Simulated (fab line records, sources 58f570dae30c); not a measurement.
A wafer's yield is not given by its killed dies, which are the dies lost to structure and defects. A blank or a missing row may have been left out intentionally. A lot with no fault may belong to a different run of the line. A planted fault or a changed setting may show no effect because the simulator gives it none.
Comparing a struck lot with a sound one    flow berkeley_cmos170    15 steps out of a route of 331
Sound: these wafers, L966.2, L966.4, L966.5. Wafers struck: L957.2, L957.5, L957.6. At the end, the cause is stated.
Per side, at each step with rows, come the tool, then ch with its chambers, and then its first start. Under that, the readings that differ: sound wafers    struck wafers    difference of the means    sigmas: that difference in standard deviations of wafers without a fault.
alike: words and numbers the same on both sides, and readings whose means are apart by under 2 such deviations; not compared: readings that were withheld, readings missing a value for some wafer, numbers with overlapping values and no deviation given by the record, and bounds like >300 which may hide the same value.
The two part at a step that has a row with sigmas, a row that says differs or no value, or rows on one side only. When numbers do not overlap yet have no deviation, they are printed without sigmas and do not part them. A reading missing from all wafers of one side parts the sides only when that side holds two or more wafers.

first, 6 steps without rows for these wafers: UCB170_V1_HMDS_06 (prime time 60 s); UCB170_V1_COAT_07 (resist thk 900 nm); UCB170_V1_SOFTBAKE_08 (time 60 s); UCB170_V1_EXPOSE_09 (exposes mask VIA1, target cd 700 nm); UCB170_V1_PEB_10; UCB170_V1_DEVELOP_11 (develop time 45 s).
UCB170_V1_CD_MEAS_12: target cd 700 nm.
  sound on cd_sem-01, day 10 09:52; struck on cd_sem-02, day 9 03:03
  alike: cd_nm
UCB170_V1_OVL_MEAS_13:
  sound on overlay-01, day 10 09:58; struck on overlay-01, day 9 03:10
  alike: V1_OVL
UCB170_V1_ETCH_14: etches SiO2 in CHF3/CF4/Ar, stops on Al, target depth 1250 nm, time 291 s.
  sound on rie_diel-04 ch 1,2, day 10 09:59; struck on rie_diel-04 ch 0,3, day 9 03:11
reading                sound              struck             difference  sigmas
oes_product_au (a.u.)  0.859 0.857 0.859  0.887 0.891 0.887  +0.030      +2
  alike: drypump_motor_current_A, throttle_valve_pct
  not compared: rf_hours_counter_h
UCB170_V1_STRIP_15: strips in O2.
  sound on plasma_asher-02 ch 0,1, day 10 10:10; struck on plasma_asher-03 ch 0,1, day 9 03:22
  alike: drypump_motor_current_A, oes_product_au, strip_time_to_endpoint_s
  not compared: rf_hours_counter_h
UCB170_V1_CD_MEAS_90: target cd 700 nm.
  sound on cd_sem-01, day 10 10:17; struck on cd_sem-01, day 9 03:29
  alike: cd_nm
then, 1 step without rows for these wafers: UCB170_M2_PRE_CLEAN_00 (preclean etch time 60 s).
UCB170_M2_SPUTTER_01: material Al, target thk 900 nm, time 120 s.
  sound on pvd_sputter-02, day 10 10:28; struck on pvd_sputter-02, day 9 03:54
  alike: throttle_valve_pct
UCB170_M2_RS_MEAS_02: a four-point-probe measurement.
  sound on film_metro-01, day 10 10:34; struck on film_metro-04, day 9 04:17
reading            sound                 struck                difference  sigmas
M2_AL_RS (ohm/sq)  0.0329 0.0328 0.0329  0.0159 0.0160 0.0160  -0.0169     -43
UCB170_M3_PROBE_99:
  rows exist in the record for the sound wafers here (prober-01, day 10 19:37), none for the struck ones

## WHERE THEY PART
At UCB170_V1_ETCH_14 first; at UCB170_M3_PROBE_99 last (within this record only).

WHY: whatever the simulator had introduced
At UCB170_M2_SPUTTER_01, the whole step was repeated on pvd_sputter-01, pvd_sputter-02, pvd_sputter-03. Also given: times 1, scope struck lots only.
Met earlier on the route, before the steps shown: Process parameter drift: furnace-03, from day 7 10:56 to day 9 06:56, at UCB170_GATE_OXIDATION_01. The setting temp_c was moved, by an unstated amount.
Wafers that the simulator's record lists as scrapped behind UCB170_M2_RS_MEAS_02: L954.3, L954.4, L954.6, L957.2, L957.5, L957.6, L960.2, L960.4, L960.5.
